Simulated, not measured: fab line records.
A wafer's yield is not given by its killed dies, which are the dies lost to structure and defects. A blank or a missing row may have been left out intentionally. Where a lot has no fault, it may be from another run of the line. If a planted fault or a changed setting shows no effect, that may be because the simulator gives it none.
2 desks, one fault    flow berkeley-cmos170    every desk sees just its own numbers, and what lay behind them comes last

== FROM THE METROLOGY DESK ==
Means of the sampled wafers that have a number, per lot and without regard to the tool the lot ran on: this is what the gauges read. The brackets show how far a lot's mean lies from the usual mean; more than 4 standard deviations puts the lot out of limits, marked OUT.
Columns: A = cd-nm at UCB170_PLDD_CD_MEAS_06, usual 1199.9 nm; B = PSD_TW at UCB170_PSD_TW_MEAS_10, usual 2346; C = PSD_RS at UCB170_SDANNEAL_RS_MEAS_02, usual 75.41 ohm/sq
lot   first seen here  A       B               C
L800  day 6 19:06      1200.8  2342            74.88
L799  day 6 19:19      1199.4  2306            75.56
L802  day 7 08:55      1198.2  2315            75.46
L808  day 7 23:02      1197.4  2320            75.73
L807  day 7 23:28      1198.8  2383            75.37
L806  day 8 03:56      1199.9  2385            75.42
L805  day 8 04:07      1199.8  2377            75.59
L809  day 8 08:43      1200.8  2346            75.44
L816  day 9 17:37      1202.3  1782 (-24) OUT  143.99 (+99 or more) OUT
L817  day 9 20:31      1201.3  1755 (-25) OUT  146.13 (+99 or more) OUT
L815  day 9 20:47      1201.2  2359            75.43
L818  day 10 10:26     1197.5  2334            75.36
L820  day 10 20:17     1199.8  2310            75.92
L821  day 11 07:49     1202.2  2319            75.59
Finding of this desk: L816, L817 out of limits, first seen on L816 at day 10 01:19 (PSD_TW at UCB170_PSD_TW_MEAS_10). L800, L799, L802, L808, L807, L806, L805, L809, L815, L818, L820, L821: within limits.

== FOR THE TOOL OWNER'S DESK: implanter-01 ==
UCB170_PSD_IMPLANT_08, tool's own readings: per-lot mean of the sampled wafers with a number, covering each lot this tool ran. The brackets show how far a lot's mean lies from the usual mean; more than 4 standard deviations puts the lot out of limits, marked OUT.
Columns: A = beam-energy-keV at UCB170_PSD_IMPLANT_08, usual 19.999; B = dose-ions-cm2 at UCB170_PSD_IMPLANT_08, usual 3e+15; C = end-station-pressure-torr at UCB170_PSD_IMPLANT_08, usual 1.27e-05 Torr; D = faraday-current-uA at UCB170_PSD_IMPLANT_08, usual 9258
lot   first seen here  A       B                        C                    D
L799  day 7 04:04      19.985  3e+15                    1.21e-05             9184
L802  day 7 19:41      19.999  3e+15                    1.21e-05             9213
L807  day 8 09:15      19.998  3e+15                    1.27e-05             9301
L806  day 8 14:08      20.000  3e+15                    1.31e-05             9128
L816  day 10 01:04     19.998  1e+15 (-99 or more) OUT  8.17e-06 (-7.3) OUT  3724 (-31) OUT
L817  day 10 05:07     19.999  1e+15 (-99 or more) OUT  8.00e-06 (-7.6) OUT  3742 (-31) OUT
This desk's finding: out of limits on L816, L817; first on L816, day 10 01:04 (dose-ions-cm2 at UCB170_PSD_IMPLANT_08). L799, L802, L807, L806: within limits.

== PUT TOGETHER ==
The tool owner's desk could have raised an alarm at day 10 01:04, on L816, L817.
On L816, L817, the metrology desk was in a position to raise an alarm at day 10 01:19.
Every lot named ran UCB170_PSD_IMPLANT_08 on implanter-01.

== WHAT WAS PUT IN BY THE SIMULATOR ==
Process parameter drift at UCB170_PSD_IMPLANT_08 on implanter-01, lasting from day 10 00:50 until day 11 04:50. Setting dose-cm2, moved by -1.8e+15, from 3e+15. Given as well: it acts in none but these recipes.
Struck lots among those shown: L816, L817.
Time in hours from fault onset to the first out-of-limits reading at each desk: tool owner's desk 0, metrology desk 0.
